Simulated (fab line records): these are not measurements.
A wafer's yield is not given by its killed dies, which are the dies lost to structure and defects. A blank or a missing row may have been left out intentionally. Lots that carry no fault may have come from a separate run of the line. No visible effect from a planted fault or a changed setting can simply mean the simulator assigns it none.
What tool caused it? -- flow ritCmos -- 14 lots with 42 wafers sampled at 3 steps, on a route of 202 steps

== WHAT THE GAUGES READ, wafer by wafer ==
RIT_NSD_TW_MEAS_10. Usual: NSD_TW 3090, standard deviation 23.
lot,measured,on,NSD_TW,flag
L575,day 3 03:42,filmMetro-03,3110 3105 3113,
L576,day 3 10:28,filmMetro-03,3094 3120 3118,
L577,day 3 16:39,filmMetro-04,3070 3063 3081,
L578,day 3 20:07,filmMetro-02,3090 3081 3096,
L581,day 4 11:13,filmMetro-02,3081 3079 3076,
L582,day 4 16:59,filmMetro-02,3068 3081 3078,
L583,day 4 20:22,filmMetro-02,3087 3062 3082,
L584,day 5 02:05,filmMetro-03,3118 3116 3140,
L585,day 5 06:50,filmMetro-03,3151 3132 3123,
L586,day 5 16:32,filmMetro-03,3110 3111 3132,
L587,day 5 18:30,filmMetro-04,3079 3076 3067,
L593,day 7 00:08,filmMetro-04,3288 3283 3290,OFF
L594,day 7 04:04,filmMetro-04,3288 3288 3285,OFF
L595,day 7 08:16,filmMetro-04,3069 3060 3049,

RIT_SDANNEAL_RS_MEAS_05: a four-point-probe measurement. Usual: NSD_RS 84.6 ohm/sq, standard deviation 0.3.
lot,measured,on,NSD_RS (ohm/sq),flag
L575,day 3 05:46,filmMetro-04,84.2 84.3 84.1,
L576,day 3 12:37,filmMetro-02,85.0 84.9 84.7,
L577,day 3 18:53,filmMetro-04,84.5 84.5 84.3,
L578,day 3 22:10,filmMetro-04,84.4 84.3 84.3,
L581,day 4 13:16,filmMetro-04,84.4 84.4 84.4,
L582,day 4 19:14,filmMetro-03,84.8 84.5 85.0,
L583,day 4 22:32,filmMetro-04,84.5 84.3 84.6,
L584,day 5 04:07,filmMetro-03,84.8 84.9 84.7,
L585,day 5 09:01,filmMetro-04,84.6 84.9 84.7,
L586,day 5 18:34,filmMetro-03,84.8 84.6 84.6,
L587,day 5 20:35,filmMetro-02,84.6 84.6 84.5,
L593,day 7 02:19,filmMetro-02,81.8 81.6 81.8,OFF
L594,day 7 06:14,filmMetro-03,81.7 81.8 82.0,OFF
L595,day 7 10:34,filmMetro-04,84.9 85.4 84.8,

== TOOL THAT RAN EACH LOT (tool first, then ch and the chambers of the sampled wafers, then the start) ==
lot,RIT_NSD_IMPLANT_08
L575,"implanter-03 ch 0, day 3 03:25"
L576,"implanter-03 ch 0, day 3 10:09"
L577,"implanter-02 ch 0, day 3 16:20"
L578,"implanter-02 ch 0, day 3 19:47"
L581,"implanter-02 ch 0, day 4 10:54"
L582,"implanter-02 ch 0, day 4 16:42"
L583,"implanter-04 ch 0, day 4 20:03"
L584,"implanter-02 ch 0, day 5 01:46"
L585,"implanter-03 ch 0, day 5 06:33"
L586,"implanter-02 ch 0, day 5 16:10"
L587,"implanter-02 ch 0, day 5 18:13"
L593,"implanter-02 ch 0, day 6 23:50"
L594,"implanter-02 ch 0, day 7 03:45"
L595,"implanter-03 ch 0, day 7 07:59"
- RIT_NSD_IMPLANT_08

== WHAT THE TOOLS THEMSELVES READ (means of the sampled wafers that have a number; where no wafer has one, the mark that the record gives instead) ==
RIT_NSD_IMPLANT_08. Usual: beamEnergyKeV 25.002, standard deviation 0.0075; doseIonsCm2 9.999e+14, standard deviation 1.1e+12; tiltDeg 7.002 degrees, standard deviation 0.019.
lot,tool,beamEnergyKeV,doseIonsCm2,tiltDeg (degrees),flag
L575,implanter-03,25.008,1.001e+15,7.024,
L576,implanter-03,24.995,1.002e+15,7.006,
L577,implanter-02,24.990,1.000e+15,6.994,
L578,implanter-02,25.003,9.994e+14,6.994,
L581,implanter-02,25.004,1.000e+15,7.013,
L582,implanter-02,25.000,1.000e+15,7.015,
L583,implanter-04,24.993,1.001e+15,7.006,
L584,implanter-02,24.998,9.990e+14,7.013,
L585,implanter-03,24.999,1.000e+15,6.993,
L586,implanter-02,25.005,9.991e+14,7.003,
L587,implanter-02,25.010,1.000e+15,6.998,
L593,implanter-02,32.507,9.995e+14,7.009,OFF
L594,implanter-02,32.505,1.000e+15,7.025,OFF
L595,implanter-03,25.004,1.001e+15,6.969,

== THE ANSWER, worked out from the rows above alone ==
Rule: a lot counts as off when the mean over its wafers that have a number is more than 3 standard deviations away from the usual mean. A lot without any number at a reading at which 4 lots or more have one is off too. All remaining lots with rows at the step are treated as sound. Order of review: gauges by route order, followed by the tools' own readings, for which a lot's mean as printed above is used. At the first step where some lot is off, the reading lying furthest off is the one used; lots without a number count as furthest.
Off: L593, L594, seen at RIT_NSD_TW_MEAS_10 (NSD_TW).
A tool fits if, at a process step before that reading, it ran every lot that is off, and no sound lot after the first of them. The gauges at RIT_NSD_TW_MEAS_10 aren't tried: what is off there is off at RIT_SDANNEAL_RS_MEAS_05 too, on other tools, and a gauge's error can't cause that. One candidate fits, namely implanter-02 at RIT_NSD_IMPLANT_08. A fault onset in the window from L587 (day 5 18:13, its last sound lot) to L593 (day 6 23:50, its first lot off) fits.
The tool's own readings at RIT_NSD_IMPLANT_08 bear it out: on the lots that are off they differ by more than 5 times the standard deviation of the sound lots' means. beamEnergyKeV reads 32.506 there against 25.001 on the sound lots.

== WHAT THE SIMULATOR HAD PUT IN ==
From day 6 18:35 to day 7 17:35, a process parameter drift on implanter-02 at RIT_NSD_IMPLANT_08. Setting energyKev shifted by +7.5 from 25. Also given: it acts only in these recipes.
Lots struck among those shown: L593, L594. The rule above found the same.
